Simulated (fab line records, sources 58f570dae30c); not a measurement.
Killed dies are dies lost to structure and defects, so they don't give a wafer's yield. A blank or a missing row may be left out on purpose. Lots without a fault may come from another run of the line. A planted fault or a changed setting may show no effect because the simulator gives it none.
Which tool did it? | flow berkeley_cmos170 | 13 lots, 39 wafers sampled, at 3 steps of a route of 331

WHAT THE GAUGES READ, wafer by wafer
UCB170_M2_RS_MEAS_02: measures by four-point-probe.
lot  | measured     | on            | M2_AL_RS (ohm/sq)
L156 | day 7 13:44  | film_metro-04 | 0.0328 0.0330 0.0329
L157 | day 8 05:32  | film_metro-04 | 0.0322 0.0325 0.0321
L159 | day 8 21:52  | film_metro-04 | 0.0330 0.0332 0.0332
L160 | day 8 22:10  | film_metro-04 | 0.0328 0.0324 0.0326
L162 | day 9 02:39  | film_metro-03 | 0.0323 0.0324 0.0322
L163 | day 9 07:31  | film_metro-03 | 0.0247 0.0324 0.0325 0.0247 0.0323 0.0326
L166 | day 10 02:54 | film_metro-04 | 0.0322 0.0322 0.0322
L173 | day 10 20:31 | film_metro-03 | 0.0321 0.0323 0.0320
L172 | day 10 21:04 | film_metro-01 | 0.0322 0.0326 0.0323
L174 | day 11 10:04 | film_metro-03 | 0.0320 0.0320 0.0321
L175 | day 11 21:49 | film_metro-03 | 0.0326 0.0324 0.0325
L178 | day 12 00:05 | film_metro-04 | 0.0320 0.0320 0.0320
L179 | day 12 04:26 | film_metro-04 | 0.0322 0.0325 0.0325

UCB170_M2_THK_MEAS_03: measures by xrf.
lot  | measured     | on            | M2_AL_THK (nm)
L156 | day 7 13:50  | film_metro-04 | 883 888 881
L157 | day 8 05:38  | film_metro-04 | 907 902 907
L159 | day 8 21:59  | film_metro-04 | 893 887 878
L160 | day 8 22:16  | film_metro-04 | 882 905 896
L162 | day 9 02:46  | film_metro-03 | 901 900 904
L163 | day 9 09:34  | film_metro-03 | 1172 892 892 1174 898 889
L166 | day 10 03:00 | film_metro-04 | 911 908 913
L173 | day 10 20:38 | film_metro-03 | 908 893 909
L172 | day 10 21:10 | film_metro-01 | 905 898 910
L174 | day 11 10:10 | film_metro-03 | 908 908 901
L175 | day 11 21:55 | film_metro-03 | 897 900 892
L178 | day 12 00:12 | film_metro-04 | 910 906 905
L179 | day 12 04:33 | film_metro-04 | 898 896 900

WHICH TOOL RAN EACH LOT (tool, then ch and the chambers of the sampled wafers, then the start)
lot  | UCB170_M2_SPUTTER_01
L156 | pvd_sputter-02, day 7 13:38
L157 | pvd_sputter-02, day 8 05:26
L159 | pvd_sputter-02, day 8 21:47
L160 | pvd_sputter-03, day 8 22:01
L162 | pvd_sputter-01, day 9 02:33
L163 | pvd_sputter-01, day 9 07:26
L166 | pvd_sputter-03, day 10 02:46
L173 | pvd_sputter-02, day 10 20:25
L172 | pvd_sputter-02, day 10 20:56
L174 | pvd_sputter-03, day 11 09:56
L175 | pvd_sputter-02, day 11 21:41
L178 | pvd_sputter-02, day 12 00:00
L179 | pvd_sputter-01, day 12 04:21
- UCB170_M2_SPUTTER_01: material Al, target thk 900 nm, time 120 s.

WHAT THE TOOLS THEMSELVES READ (means of the sampled wafers that have a number; where no wafer has one, the mark that the record gives instead)
UCB170_M2_SPUTTER_01.
lot  | tool           | cathode_dc_power_W (W) | throttle_valve_pct (%)
L156 | pvd_sputter-02 | 6001.3                 | 30.5
L157 | pvd_sputter-02 | 6000.7                 | 30.6
L159 | pvd_sputter-02 | 5999.5                 | 31.0
L160 | pvd_sputter-03 | 5999.9                 | 30.3
L162 | pvd_sputter-01 | 6000.6                 | 30.3
L163 | pvd_sputter-01 | 6638.0                 | 30.3
L166 | pvd_sputter-03 | 6000.4                 | 30.3
L173 | pvd_sputter-02 | 5999.4                 | 30.5
L172 | pvd_sputter-02 | 5999.2                 | 30.4
L174 | pvd_sputter-03 | 5999.7                 | 29.9
L175 | pvd_sputter-02 | 6001.2                 | 30.7
L178 | pvd_sputter-02 | 5999.8                 | 30.6
L179 | pvd_sputter-01 | 5999.4                 | 29.8

THE ANSWER, worked out from the rows above alone
Rule: what is usual is taken from the lots themselves. Put in order of their means at a reading, lots are off if they are a third of the lots or fewer, leave a main group of 4 or more, and stand apart from it by a gap of 3 or more times the standard deviation of the main group's means; of several such gaps the widest counts. A main group whose means are all the same, to the digits that the tables above print for the reading, isn't used. A lot without any number at a reading at which 4 lots or more have one is off too. The other lots that the step has rows for count as sound. The gauges are gone through in route order, then the tools' own readings, and for those a lot's mean is taken as printed above. The first step at which some lot is off is used, and at that step the reading that is off furthest; a lot without a number counts as furthest.
Off: L163, at UCB170_M2_RS_MEAS_02 (M2_AL_RS). The main group: mean 0.0324 ohm/sq, standard deviation 0.00033.
A tool fits if, at a process step before that reading, it ran every lot that is off, and no sound lot after the first of them. The gauges at UCB170_M2_RS_MEAS_02 aren't tried: what is off there is off at UCB170_M2_SPUTTER_01 too, on other tools, and a gauge's error can't cause that. None of those tried fits.

WHAT THE SIMULATOR HAD PUT IN
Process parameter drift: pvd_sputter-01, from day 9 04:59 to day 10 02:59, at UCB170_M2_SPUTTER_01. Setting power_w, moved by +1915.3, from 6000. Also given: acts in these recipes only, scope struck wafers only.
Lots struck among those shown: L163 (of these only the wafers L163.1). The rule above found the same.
